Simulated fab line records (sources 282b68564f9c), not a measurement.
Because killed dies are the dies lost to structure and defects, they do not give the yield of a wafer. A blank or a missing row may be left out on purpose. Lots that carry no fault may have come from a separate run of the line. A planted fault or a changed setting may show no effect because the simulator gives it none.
fab line records / flow ritCmos
[record] lots = 15 wafers = 45 lastDay = 8
route steps=202 shown PWELL@45 GATE@89 NSD@140 M1@199
lots that met no fault: taken from a fault-free run of the same line
startH: the number of hours between the record's first day and the start of the first shown wafer of the lot / waitH: time in hours since the lot's previous step / " identical to the entry in the row above / L1.1+2: a single row standing in for several wafers / - value missing, or start not given / * or withheld: withheld / < > ~ a bound
route shown NAME@n: names a module that has steps shown in the file, with the first one's number in the route / usual: mean and standard deviation over wafers with no fault / same: alike in all rows / chamber/n: place in a boat / sites: the reading at each site / _std_site: standard deviation of those values / _edge_site: mean of outer sites minus mean of inner sites / radiusMm: how far each site lies from the wafer's centre / mask NAME#n: copy n / behind: the most recent tool/chamber to have shaped the wafer / hold: reason for holding the lot/hours on hold/outcome of the hold / device: the transistor (n, p or np) that didn't switch / end of line: at the end of the route, the tests of the same wafers / step lacking rows: just its recipe / killed: not the wafer's yield, but the dies lost to structure and defects at the first sort / map: a wafer's dies, marking killed ones x, the rest . and places with no die _
set.NAME: the setting that was run; set.NAME@STEP: the one run at that earlier step / model.NAME: the simulator's own value behind a step, which no gauge read
steps of the route over a sample of lots; a table a step, a row a wafer
services: from which hour (startH, from the record's first day; less than 0 if before it) a tool's chamber was out of use, for how many hours, and why
[[steps]]
[step RIT_PWELL_OVL_MEAS_06]
[usual] PWELL_OVL = -0.2/1.5
lot.wafer=L137.1 tool=overlay-02 chamber=- startH=27.68 waitH=- PWELL_OVL[nm]=1.2
lot.wafer=L137.4 tool=overlay-02 chamber=- startH=27.68 waitH=- PWELL_OVL[nm]=-0.3
lot.wafer=L137.6 tool=overlay-02 chamber=- startH=27.68 waitH=- PWELL_OVL[nm]=-0.3
lot.wafer=L140.2 tool=overlay-01 chamber=- startH=40.87 waitH=- PWELL_OVL[nm]=1.3
lot.wafer=L140.4 tool=overlay-01 chamber=- startH=40.87 waitH=- PWELL_OVL[nm]=0.8
lot.wafer=L140.6 tool=overlay-01 chamber=- startH=40.87 waitH=- PWELL_OVL[nm]=-0.1
lot.wafer=L142.2 tool=overlay-01 chamber=- startH=47.45 waitH=- PWELL_OVL[nm]=1.0
lot.wafer=L142.4 tool=overlay-01 chamber=- startH=47.45 waitH=- PWELL_OVL[nm]=1.5
lot.wafer=L142.5 tool=overlay-01 chamber=- startH=47.45 waitH=- PWELL_OVL[nm]=1.3
lot.wafer=L143.1 tool=overlay-01 chamber=- startH=52.92 waitH=- PWELL_OVL[nm]=0.1
lot.wafer=L143.4 tool=overlay-01 chamber=- startH=52.92 waitH=- PWELL_OVL[nm]=-0.2
lot.wafer=L143.5 tool=overlay-01 chamber=- startH=52.92 waitH=- PWELL_OVL[nm]=-1.3
lot.wafer=L144.1 tool=overlay-02 chamber=- startH=60.34 waitH=- PWELL_OVL[nm]=-0.6
lot.wafer=L144.2 tool=overlay-02 chamber=- startH=60.34 waitH=- PWELL_OVL[nm]=2.6
lot.wafer=L144.6 tool=overlay-02 chamber=- startH=60.34 waitH=- PWELL_OVL[nm]=0.9
lot.wafer=L145.3 tool=overlay-02 chamber=- startH=64.23 waitH=- PWELL_OVL[nm]=-1.1
lot.wafer=L145.5 tool=overlay-02 chamber=- startH=64.23 waitH=- PWELL_OVL[nm]=1.2
lot.wafer=L145.6 tool=overlay-02 chamber=- startH=64.23 waitH=- PWELL_OVL[nm]=-0.8
lot.wafer=L146.1 tool=overlay-01 chamber=- startH=69.00 waitH=- PWELL_OVL[nm]=-3.6
lot.wafer=L146.3 tool=overlay-01 chamber=- startH=69.00 waitH=- PWELL_OVL[nm]=-2.8
lot.wafer=L146.4 tool=overlay-01 chamber=- startH=69.00 waitH=- PWELL_OVL[nm]=-1.3
lot.wafer=L147.2 tool=overlay-01 chamber=- startH=79.09 waitH=- PWELL_OVL[nm]=1.1
lot.wafer=L147.3 tool=overlay-01 chamber=- startH=79.09 waitH=- PWELL_OVL[nm]=-0.8
lot.wafer=L147.5 tool=overlay-01 chamber=- startH=79.09 waitH=- PWELL_OVL[nm]=1.1
lot.wafer=L149.1 tool=overlay-02 chamber=- startH=82.78 waitH=- PWELL_OVL[nm]=-0.5
lot.wafer=L149.2 tool=overlay-02 chamber=- startH=82.78 waitH=- PWELL_OVL[nm]=-0.6
lot.wafer=L149.6 tool=overlay-02 chamber=- startH=82.78 waitH=- PWELL_OVL[nm]=0.7
lot.wafer=L151.2 tool=overlay-01 chamber=- startH=94.83 waitH=- PWELL_OVL[nm]=-1.9
lot.wafer=L151.4 tool=overlay-01 chamber=- startH=94.83 waitH=- PWELL_OVL[nm]=1.3
lot.wafer=L151.6 tool=overlay-01 chamber=- startH=94.83 waitH=- PWELL_OVL[nm]=-2.1
lot.wafer=L155.1 tool=overlay-01 chamber=- startH=114.16 waitH=- PWELL_OVL[nm]=-1.9
lot.wafer=L155.2 tool=overlay-01 chamber=- startH=114.16 waitH=- PWELL_OVL[nm]=-4.2
lot.wafer=L155.5 tool=overlay-01 chamber=- startH=114.16 waitH=- PWELL_OVL[nm]=-2.0
lot.wafer=L157.2 tool=overlay-01 chamber=- startH=127.96 waitH=- PWELL_OVL[nm]=-0.4
lot.wafer=L157.3 tool=overlay-01 chamber=- startH=127.96 waitH=- PWELL_OVL[nm]=2.4
lot.wafer=L157.4 tool=overlay-01 chamber=- startH=127.96 waitH=- PWELL_OVL[nm]=1.4
lot.wafer=L158.2 tool=overlay-02 chamber=- startH=130.21 waitH=- PWELL_OVL[nm]=-2.0
lot.wafer=L158.5 tool=overlay-02 chamber=- startH=130.21 waitH=- PWELL_OVL[nm]=-1.8
lot.wafer=L158.6 tool=overlay-02 chamber=- startH=130.21 waitH=- PWELL_OVL[nm]=-3.1
lot.wafer=L159.2 tool=overlay-01 chamber=- startH=134.24 waitH=- PWELL_OVL[nm]=0.1
lot.wafer=L159.4 tool=overlay-01 chamber=- startH=134.24 waitH=- PWELL_OVL[nm]=-0.1
lot.wafer=L159.6 tool=overlay-01 chamber=- startH=134.24 waitH=- PWELL_OVL[nm]=-0.7
lot.wafer=L160.1 tool=overlay-01 chamber=- startH=138.23 waitH=- PWELL_OVL[nm]=-0.3
lot.wafer=L160.4 tool=overlay-01 chamber=- startH=138.23 waitH=- PWELL_OVL[nm]=0.9
lot.wafer=L160.6 tool=overlay-01 chamber=- startH=138.23 waitH=- PWELL_OVL[nm]=1.3
[step RIT_GATE_EXPOSE_13]
[recipe] maskId = M6 na = 0.6 sourceShape = conventional sigmaOuter = 0.6 targetCdNm = 150 doseMj = 380
[usual] exposureDoseMJCm2 = 379.9/0.39 focusOffsetNm = -0.1/0.52 reticleTempC = 23.02/0.1 stageVelMmS = 500.02/0.24
lot.wafer=L137.1 tool=ilineStepper-02 chamber=0 startH=42.47 waitH=0.1 mask=M6#0 exposureDoseMJCm2=379.8 focusOffsetNm=-0.6 reticleTempC=23.07 stageVelMmS=499.96
lot.wafer=L137.4 tool=ilineStepper-02 chamber=0 startH=42.47 waitH=0.1 mask=M6#0 exposureDoseMJCm2=380.1 focusOffsetNm=-0.2 reticleTempC=22.97 stageVelMmS=499.91
lot.wafer=L137.6 tool=ilineStepper-02 chamber=0 startH=42.47 waitH=0.1 mask=M6#0 exposureDoseMJCm2=380.1 focusOffsetNm=0.2 reticleTempC=22.97 stageVelMmS=500.40
lot.wafer=L140.2 tool=ilineStepper-02 chamber=0 startH=57.79 waitH=0.2 mask=M6#0 exposureDoseMJCm2=380.5 focusOffsetNm=0.7 reticleTempC=23.01 stageVelMmS=500.06
lot.wafer=L140.4 tool=ilineStepper-02 chamber=0 startH=57.79 waitH=0.2 mask=M6#0 exposureDoseMJCm2=380.2 focusOffsetNm=-0.1 reticleTempC=23.06 stageVelMmS=500.35
lot.wafer=L140.6 tool=ilineStepper-02 chamber=0 startH=57.79 waitH=0.2 mask=M6#0 exposureDoseMJCm2=379.8 focusOffsetNm=0.7 reticleTempC=23.15 stageVelMmS=499.83
lot.wafer=L142.2 tool=ilineStepper-02 chamber=0 startH=64.94 waitH=0.5 mask=M6#0 exposureDoseMJCm2=380.4 focusOffsetNm=0.0 reticleTempC=23.10 stageVelMmS=499.81
lot.wafer=L142.4 tool=ilineStepper-02 chamber=0 startH=64.94 waitH=0.5 mask=M6#0 exposureDoseMJCm2=379.4 focusOffsetNm=-0.2 reticleTempC=23.01 stageVelMmS=499.76
lot.wafer=L142.5 tool=ilineStepper-02 chamber=0 startH=64.94 waitH=0.5 mask=M6#0 exposureDoseMJCm2=380.4 focusOffsetNm=0.6 reticleTempC=23.19 stageVelMmS=500.31
lot.wafer=L143.1 tool=ilineStepper-01 chamber=0 startH=67.67 waitH=0.2 mask=M6#0 exposureDoseMJCm2=379.7 focusOffsetNm=0.9 reticleTempC=23.07 stageVelMmS=500.29
lot.wafer=L143.4 tool=ilineStepper-01 chamber=0 startH=67.67 waitH=0.2 mask=M6#0 exposureDoseMJCm2=379.6 focusOffsetNm=0.6 reticleTempC=23.11 stageVelMmS=500.46
lot.wafer=L143.5 tool=ilineStepper-01 chamber=0 startH=67.67 waitH=0.2 mask=M6#0 exposureDoseMJCm2=379.9 focusOffsetNm=0.2 reticleTempC=22.99 stageVelMmS=500.50
lot.wafer=L144.1 tool=ilineStepper-02 chamber=0 startH=77.32 waitH=0.2 mask=M6#0 exposureDoseMJCm2=379.0 focusOffsetNm=-0.1 reticleTempC=23.11 stageVelMmS=500.05
lot.wafer=L144.2 tool=ilineStepper-02 chamber=0 startH=77.32 waitH=0.2 mask=M6#0 exposureDoseMJCm2=379.6 focusOffsetNm=-0.2 reticleTempC=23.10 stageVelMmS=499.86
lot.wafer=L144.6 tool=ilineStepper-02 chamber=0 startH=77.32 waitH=0.2 mask=M6#0 exposureDoseMJCm2=379.9 focusOffsetNm=-0.5 reticleTempC=23.17 stageVelMmS=499.77
lot.wafer=L145.3 tool=ilineStepper-02 chamber=- startH=78.41 waitH=0.1 mask=M6#0 exposureDoseMJCm2=- focusOffsetNm=- reticleTempC=- stageVelMmS=-
lot.wafer=L145.5 tool=ilineStepper-02 chamber=- startH=78.41 waitH=0.1 mask=M6#0 exposureDoseMJCm2=- focusOffsetNm=- reticleTempC=- stageVelMmS=-
lot.wafer=L145.6 tool=ilineStepper-02 chamber=- startH=78.41 waitH=0.1 mask=M6#0 exposureDoseMJCm2=- focusOffsetNm=- reticleTempC=- stageVelMmS=-
lot.wafer=L146.1 tool=ilineStepper-01 chamber=- startH=85.61 waitH=0.2 mask=M6#0 exposureDoseMJCm2=- focusOffsetNm=- reticleTempC=- stageVelMmS=-
lot.wafer=L146.3 tool=ilineStepper-01 chamber=- startH=85.61 waitH=0.2 mask=M6#0 exposureDoseMJCm2=- focusOffsetNm=- reticleTempC=- stageVelMmS=-
lot.wafer=L146.4 tool=ilineStepper-01 chamber=- startH=85.61 waitH=0.2 mask=M6#0 exposureDoseMJCm2=- focusOffsetNm=- reticleTempC=- stageVelMmS=-
lot.wafer=L147.2 tool=ilineStepper-02 chamber=- startH=93.79 waitH=0.2 mask=M6#0 exposureDoseMJCm2=- focusOffsetNm=- reticleTempC=- stageVelMmS=-
lot.wafer=L147.3 tool=ilineStepper-02 chamber=- startH=93.79 waitH=0.2 mask=M6#0 exposureDoseMJCm2=- focusOffsetNm=- reticleTempC=- stageVelMmS=-
lot.wafer=L147.5 tool=ilineStepper-02 chamber=- startH=93.79 waitH=0.2 mask=M6#0 exposureDoseMJCm2=- focusOffsetNm=- reticleTempC=- stageVelMmS=-
lot.wafer=L149.1 tool=ilineStepper-02 chamber=0 startH=97.55 waitH=0.1 mask=M6#0 exposureDoseMJCm2=379.6 focusOffsetNm=-0.1 reticleTempC=23.01 stageVelMmS=500.12
lot.wafer=L149.2 tool=ilineStepper-02 chamber=0 startH=97.55 waitH=0.1 mask=M6#0 exposureDoseMJCm2=379.7 focusOffsetNm=-0.2 reticleTempC=23.11 stageVelMmS=500.29
lot.wafer=L149.6 tool=ilineStepper-02 chamber=0 startH=97.55 waitH=0.1 mask=M6#0 exposureDoseMJCm2=379.6 focusOffsetNm=-0.4 reticleTempC=22.86 stageVelMmS=499.94
lot.wafer=L151.2 tool=ilineStepper-01 chamber=0 startH=109.49 waitH=0.3 mask=M6#0 exposureDoseMJCm2=380.2 focusOffsetNm=0.0 reticleTempC=22.95 stageVelMmS=500.16
lot.wafer=L151.4 tool=ilineStepper-01 chamber=0 startH=109.49 waitH=0.3 mask=M6#0 exposureDoseMJCm2=379.5 focusOffsetNm=0.9 reticleTempC=23.03 stageVelMmS=499.82
lot.wafer=L151.6 tool=ilineStepper-01 chamber=0 startH=109.49 waitH=0.3 mask=M6#0 exposureDoseMJCm2=380.3 focusOffsetNm=0.8 reticleTempC=23.08 stageVelMmS=499.97
lot.wafer=L155.1 tool=ilineStepper-02 chamber=0 startH=133.48 waitH=0.2 mask=M6#0 exposureDoseMJCm2=379.9 focusOffsetNm=-0.1 reticleTempC=22.87 stageVelMmS=500.18
lot.wafer=L155.2 tool=ilineStepper-02 chamber=0 startH=133.48 waitH=0.2 mask=M6#0 exposureDoseMJCm2=380.2 focusOffsetNm=-0.3 reticleTempC=23.06 stageVelMmS=500.08
lot.wafer=L155.5 tool=ilineStepper-02 chamber=0 startH=133.48 waitH=0.2 mask=M6#0 exposureDoseMJCm2=380.5 focusOffsetNm=0.2 reticleTempC=23.06 stageVelMmS=499.43
lot.wafer=L157.2 tool=ilineStepper-02 chamber=0 startH=151.12 waitH=0.2 mask=M6#0 exposureDoseMJCm2=380.6 focusOffsetNm=0.2 reticleTempC=23.07 stageVelMmS=499.65
lot.wafer=L157.3 tool=ilineStepper-02 chamber=0 startH=151.12 waitH=0.2 mask=M6#0 exposureDoseMJCm2=379.7 focusOffsetNm=0.3 reticleTempC=23.10 stageVelMmS=500.03
lot.wafer=L157.4 tool=ilineStepper-02 chamber=0 startH=151.12 waitH=0.2 mask=M6#0 exposureDoseMJCm2=380.2 focusOffsetNm=0.0 reticleTempC=23.07 stageVelMmS=500.08
lot.wafer=L158.2 tool=ilineStepper-01 chamber=0 startH=151.36 waitH=0.5 mask=M6#0 exposureDoseMJCm2=380.1 focusOffsetNm=-1.1 reticleTempC=22.91 stageVelMmS=500.01
lot.wafer=L158.5 tool=ilineStepper-01 chamber=0 startH=151.36 waitH=0.5 mask=M6#0 exposureDoseMJCm2=380.7 focusOffsetNm=0.1 reticleTempC=22.89 stageVelMmS=500.38
lot.wafer=L158.6 tool=ilineStepper-01 chamber=0 startH=151.36 waitH=0.5 mask=M6#0 exposureDoseMJCm2=380.5 focusOffsetNm=-0.3 reticleTempC=23.01 stageVelMmS=500.41
lot.wafer=L159.2 tool=ilineStepper-02 chamber=0 startH=155.93 waitH=0.2 mask=M6#0 exposureDoseMJCm2=380.0 focusOffsetNm=-1.4 reticleTempC=22.87 stageVelMmS=499.96
lot.wafer=L159.4 tool=ilineStepper-02 chamber=0 startH=155.93 waitH=0.2 mask=M6#0 exposureDoseMJCm2=379.8 focusOffsetNm=-0.8 reticleTempC=22.94 stageVelMmS=500.10
lot.wafer=L159.6 tool=ilineStepper-02 chamber=0 startH=155.93 waitH=0.2 mask=M6#0 exposureDoseMJCm2=379.2 focusOffsetNm=-0.4 reticleTempC=22.83 stageVelMmS=499.80
lot.wafer=L160.1 tool=ilineStepper-01 chamber=0 startH=163.23 waitH=0.2 mask=M6#0 exposureDoseMJCm2=380.1 focusOffsetNm=0.6 reticleTempC=23.13 stageVelMmS=499.92
lot.wafer=L160.4 tool=ilineStepper-01 chamber=0 startH=163.23 waitH=0.2 mask=M6#0 exposureDoseMJCm2=379.8 focusOffsetNm=0.4 reticleTempC=23.03 stageVelMmS=500.03
lot.wafer=L160.6 tool=ilineStepper-01 chamber=0 startH=163.23 waitH=0.2 mask=M6#0 exposureDoseMJCm2=380.2 focusOffsetNm=0.8 reticleTempC=22.89 stageVelMmS=499.84
[step RIT_NSD_STRIP_09]
[recipe] chemistry = O2 timeS = 180 resist = NOVOLAK platenTempC = withheld powerW = 500 pressureMtorr = 4000 o2FlowSccm = 4000
[usual] drypumpMotorCurrentA = 5.7/0.4 o2FlowSccm = 4001/13
lot.wafer=L137.1 tool=plasmaAsher-01 chamber=1 startH=53.81 waitH=0.1 drypumpMotorCurrentA=5.2 o2FlowSccm=4000 rfHoursCounterH=40
lot.wafer=L137.4 tool=plasmaAsher-01 chamber=0 startH=53.81 waitH=0.1 drypumpMotorCurrentA=5.1 o2FlowSccm=3997 rfHoursCounterH=-
lot.wafer=L137.6 tool=plasmaAsher-01 chamber=1 startH=53.81 waitH=0.1 drypumpMotorCurrentA=5.2 o2FlowSccm=4006 rfHoursCounterH=-
lot.wafer=L140.2 tool=plasmaAsher-01 chamber=0 startH=70.60 waitH=0.1 drypumpMotorCurrentA=5.1 o2FlowSccm=4025 rfHoursCounterH=42
lot.wafer=L140.4 tool=plasmaAsher-01 chamber=1 startH=70.60 waitH=0.1 drypumpMotorCurrentA=5.2 o2FlowSccm=4023 rfHoursCounterH=-
lot.wafer=L140.6 tool=plasmaAsher-01 chamber=0 startH=70.60 waitH=0.1 drypumpMotorCurrentA=5.1 o2FlowSccm=3999 rfHoursCounterH=-
lot.wafer=L142.2 tool=plasmaAsher-03 chamber=0 startH=77.76 waitH=0.1 drypumpMotorCurrentA=6.0 o2FlowSccm=3987 rfHoursCounterH=43
lot.wafer=L142.4 tool=plasmaAsher-03 chamber=1 startH=77.76 waitH=0.1 drypumpMotorCurrentA=5.7 o2FlowSccm=4004 rfHoursCounterH=-
lot.wafer=L142.5 tool=plasmaAsher-03 chamber=1 startH=77.76 waitH=0.1 drypumpMotorCurrentA=5.6 o2FlowSccm=4011 rfHoursCounterH=-
lot.wafer=L143.1 tool=plasmaAsher-03 chamber=0 startH=80.25 waitH=0.1 drypumpMotorCurrentA=6.1 o2FlowSccm=4010 rfHoursCounterH=44
lot.wafer=L143.4 tool=plasmaAsher-03 chamber=0 startH=80.25 waitH=0.1 drypumpMotorCurrentA=6.0 o2FlowSccm=4012 rfHoursCounterH=-
lot.wafer=L143.5 tool=plasmaAsher-03 chamber=0 startH=80.25 waitH=0.1 drypumpMotorCurrentA=6.1 o2FlowSccm=4009 rfHoursCounterH=-
lot.wafer=L144.1 tool=plasmaAsher-04 chamber=1 startH=89.24 waitH=0.1 drypumpMotorCurrentA=6.4 o2FlowSccm=3992 rfHoursCounterH=45
lot.wafer=L144.2 tool=plasmaAsher-04 chamber=0 startH=89.24 waitH=0.1 drypumpMotorCurrentA=5.8 o2FlowSccm=4019 rfHoursCounterH=45
lot.wafer=L144.6 tool=plasmaAsher-04 chamber=1 startH=89.24 waitH=0.1 drypumpMotorCurrentA=6.4 o2FlowSccm=3997 rfHoursCounterH=-
lot.wafer=L149.1 tool=plasmaAsher-03 chamber=1 startH=109.41 waitH=0.1 drypumpMotorCurrentA=5.7 o2FlowSccm=4021 rfHoursCounterH=47
lot.wafer=L149.2 tool=plasmaAsher-03 chamber=0 startH=109.41 waitH=0.1 drypumpMotorCurrentA=6.1 o2FlowSccm=4014 rfHoursCounterH=47
lot.wafer=L149.6 tool=plasmaAsher-03 chamber=1 startH=109.41 waitH=0.1 drypumpMotorCurrentA=5.7 o2FlowSccm=4014 rfHoursCounterH=-
lot.wafer=L151.2 tool=plasmaAsher-03 chamber=1 startH=123.82 waitH=0.1 drypumpMotorCurrentA=5.7 o2FlowSccm=4001 rfHoursCounterH=49
lot.wafer=L151.4 tool=plasmaAsher-03 chamber=0 startH=123.82 waitH=0.1 drypumpMotorCurrentA=6.0 o2FlowSccm=4027 rfHoursCounterH=-
lot.wafer=L151.6 tool=plasmaAsher-03 chamber=1 startH=123.82 waitH=0.1 drypumpMotorCurrentA=5.7 o2FlowSccm=3995 rfHoursCounterH=-
lot.wafer=L155.1 tool=plasmaAsher-04 chamber=0 startH=145.16 waitH=0.1 drypumpMotorCurrentA=5.8 o2FlowSccm=4003 rfHoursCounterH=3
lot.wafer=L155.2 tool=plasmaAsher-04 chamber=1 startH=145.16 waitH=0.1 drypumpMotorCurrentA=6.4 o2FlowSccm=4006 rfHoursCounterH=3
lot.wafer=L155.5 tool=plasmaAsher-04 chamber=1 startH=145.16 waitH=0.1 drypumpMotorCurrentA=6.4 o2FlowSccm=4009 rfHoursCounterH=-
lot.wafer=L157.2 tool=plasmaAsher-03 chamber=1 startH=167.41 waitH=0.1 drypumpMotorCurrentA=5.6 o2FlowSccm=3993 rfHoursCounterH=53
lot.wafer=L157.3 tool=plasmaAsher-03 chamber=0 startH=167.41 waitH=0.1 drypumpMotorCurrentA=6.0 o2FlowSccm=4009 rfHoursCounterH=-
lot.wafer=L157.4 tool=plasmaAsher-03 chamber=1 startH=167.41 waitH=0.1 drypumpMotorCurrentA=5.7 o2FlowSccm=3996 rfHoursCounterH=-
lot.wafer=L158.2 tool=plasmaAsher-04 chamber=0 startH=167.57 waitH=0.1 drypumpMotorCurrentA=5.8 o2FlowSccm=4014 rfHoursCounterH=4
lot.wafer=L158.5 tool=plasmaAsher-04 chamber=1 startH=167.57 waitH=0.1 drypumpMotorCurrentA=6.4 o2FlowSccm=4026 rfHoursCounterH=-
lot.wafer=L158.6 tool=plasmaAsher-04 chamber=0 startH=167.57 waitH=0.1 drypumpMotorCurrentA=5.8 o2FlowSccm=4013 rfHoursCounterH=-
lot.wafer=L159.2 tool=plasmaAsher-01 chamber=1 startH=169.45 waitH=0.1 drypumpMotorCurrentA=5.2 o2FlowSccm=3982 rfHoursCounterH=51
lot.wafer=L159.4 tool=plasmaAsher-01 chamber=1 startH=169.45 waitH=0.1 drypumpMotorCurrentA=5.2 o2FlowSccm=3986 rfHoursCounterH=-
lot.wafer=L159.6 tool=plasmaAsher-01 chamber=0 startH=169.45 waitH=0.1 drypumpMotorCurrentA=5.1 o2FlowSccm=4007 rfHoursCounterH=-
lot.wafer=L160.1 tool=plasmaAsher-01 chamber=0 startH=177.95 waitH=0.1 drypumpMotorCurrentA=5.1 o2FlowSccm=3983 rfHoursCounterH=52
lot.wafer=L160.4 tool=plasmaAsher-01 chamber=0 startH=177.95 waitH=0.1 drypumpMotorCurrentA=5.1 o2FlowSccm=4003 rfHoursCounterH=-
lot.wafer=L160.6 tool=plasmaAsher-01 chamber=1 startH=177.95 waitH=0.1 drypumpMotorCurrentA=5.2 o2FlowSccm=4000 rfHoursCounterH=-
[step RIT_M1_CD_MEAS_90]
[recipe] targetCdNm = 2600
[usual] cdNm = 2600.3/2
lot.wafer=L137.1 tool=cdSem-01 chamber=- startH=61.71 waitH=0.1 cdNm=2598.9
lot.wafer=L137.4 tool=cdSem-01 chamber=- startH=61.71 waitH=0.1 cdNm=2601.8
lot.wafer=L137.6 tool=cdSem-01 chamber=- startH=61.71 waitH=0.1 cdNm=2600.6
lot.wafer=L140.2 tool=cdSem-01 chamber=- startH=78.48 waitH=0.1 cdNm=2597.8
lot.wafer=L140.4 tool=cdSem-01 chamber=- startH=78.48 waitH=0.1 cdNm=2600.0
lot.wafer=L140.6 tool=cdSem-01 chamber=- startH=78.48 waitH=0.1 cdNm=2600.4
lot.wafer=L142.2 tool=cdSem-02 chamber=- startH=86.17 waitH=0.1 cdNm=2604.6
lot.wafer=L142.4 tool=cdSem-02 chamber=- startH=86.17 waitH=0.1 cdNm=2602.6
lot.wafer=L142.5 tool=cdSem-02 chamber=- startH=86.17 waitH=0.1 cdNm=2604.1
lot.wafer=L143.1 tool=cdSem-02 chamber=- startH=88.18 waitH=0.1 cdNm=2602.1
lot.wafer=L143.4 tool=cdSem-02 chamber=- startH=88.18 waitH=0.1 cdNm=2601.0
lot.wafer=L143.5 tool=cdSem-02 chamber=- startH=88.18 waitH=0.1 cdNm=2602.9
lot.wafer=L144.1 tool=cdSem-01 chamber=- startH=97.56 waitH=0.1 cdNm=2601.7
lot.wafer=L144.2 tool=cdSem-01 chamber=- startH=97.56 waitH=0.1 cdNm=2601.0
lot.wafer=L144.6 tool=cdSem-01 chamber=- startH=97.56 waitH=0.1 cdNm=2603.1
lot.wafer=L149.1 tool=cdSem-02 chamber=- startH=117.41 waitH=0.1 cdNm=2597.9
lot.wafer=L149.2 tool=cdSem-02 chamber=- startH=117.41 waitH=0.1 cdNm=2599.1
lot.wafer=L149.6 tool=cdSem-02 chamber=- startH=117.41 waitH=0.1 cdNm=2599.7
lot.wafer=L151.2 tool=cdSem-02 chamber=- startH=131.64 waitH=0.1 cdNm=2601.3
lot.wafer=L151.4 tool=cdSem-02 chamber=- startH=131.64 waitH=0.1 cdNm=2601.6
lot.wafer=L151.6 tool=cdSem-02 chamber=- startH=131.64 waitH=0.1 cdNm=2601.1
lot.wafer=L155.1 tool=cdSem-02 chamber=- startH=153.05 waitH=0.1 cdNm=2601.5
lot.wafer=L155.2 tool=cdSem-02 chamber=- startH=153.05 waitH=0.1 cdNm=2601.4
lot.wafer=L155.5 tool=cdSem-02 chamber=- startH=153.05 waitH=0.1 cdNm=2602.0
lot.wafer=L157.2 tool=cdSem-02 chamber=- startH=175.54 waitH=0.1 cdNm=2597.4
lot.wafer=L157.3 tool=cdSem-02 chamber=- startH=175.54 waitH=0.1 cdNm=2596.7
lot.wafer=L157.4 tool=cdSem-02 chamber=- startH=175.54 waitH=0.1 cdNm=2600.1
lot.wafer=L158.2 tool=cdSem-01 chamber=- startH=175.86 waitH=0.1 cdNm=2600.1
lot.wafer=L158.5 tool=cdSem-01 chamber=- startH=175.86 waitH=0.1 cdNm=2600.2
lot.wafer=L158.6 tool=cdSem-01 chamber=- startH=175.86 waitH=0.1 cdNm=2596.1
lot.wafer=L159.2 tool=cdSem-02 chamber=- startH=177.64 waitH=0.1 cdNm=2600.5
lot.wafer=L159.4 tool=cdSem-02 chamber=- startH=177.64 waitH=0.1 cdNm=2601.4
lot.wafer=L159.6 tool=cdSem-02 chamber=- startH=177.64 waitH=0.1 cdNm=2600.9
lot.wafer=L160.1 tool=cdSem-01 chamber=- startH=185.56 waitH=0.1 cdNm=2599.6
lot.wafer=L160.4 tool=cdSem-01 chamber=- startH=185.56 waitH=0.1 cdNm=2601.1
lot.wafer=L160.6 tool=cdSem-01 chamber=- startH=185.56 waitH=0.1 cdNm=2599.8
[[services]]
tool=plasmaAsher-01 chamber=- startH=74.82 hours=4.1 kind=repair
tool=ilineStepper-02 chamber=- startH=106.63 hours=9.2 kind=repair
tool=plasmaAsher-04 chamber=- startH=108.75 hours=9.0 kind=pm
tool=plasmaAsher-04 chamber=0 startH=108.75 hours=9.0 kind=ventCycle
tool=plasmaAsher-04 chamber=1 startH=108.75 hours=9.0 kind=ventCycle
tool=ilineStepper-01 chamber=0 startH=116.15 hours=- kind=calibration
tool=plasmaAsher-04 chamber=0 startH=117.75 hours=- kind=clean
tool=plasmaAsher-04 chamber=1 startH=117.75 hours=- kind=clean
[[key]]
[firstSign] step = RIT_GATE_EXPOSE_13 reading = toolRecord direction = missing
effect none on later readings
metAt RIT_GATE_EXPOSE_13
struckLots L145,L146,L147
laterRowsLeftOut L145.3,L145.5,L145.6,L146.1,L146.3,L146.4,L147.2,L147.3,L147.5
sortLeftOut L145.3,L145.5,L145.6,L146.1,L146.3,L146.4,L147.2,L147.3,L147.5
testerLeftOut L145,L146,L147
notActingAt RIT_PWELL_OVL_MEAS_06,RIT_NSD_STRIP_09,RIT_M1_CD_MEAS_90
onsetBetween 77.32 78.41
[fault] kind = skippedStepWhole tool = ilineStepper-01,ilineStepper-02 chamber = - onsetH = 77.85 steps = RIT_GATE_EXPOSE_13 scope = struckLotsOnly
// testerLeftOut: of these lots the tester's yield and bins aren't shown, on N5 and GAA mostly nor the transistor test; their killed dies are dies lost to structure and defects alone, not to doping, threshold or leakage, so they don't give the yield
// sortLeftOut: the simulated sort isn't trusted on such a fault, so these wafers' sort isn't shown, and their yield isn't known
// laterRowsLeftOut: the simulator's readings of these wafers behind a module that went badly wrong aren't trusted and aren't shown, but for the sort
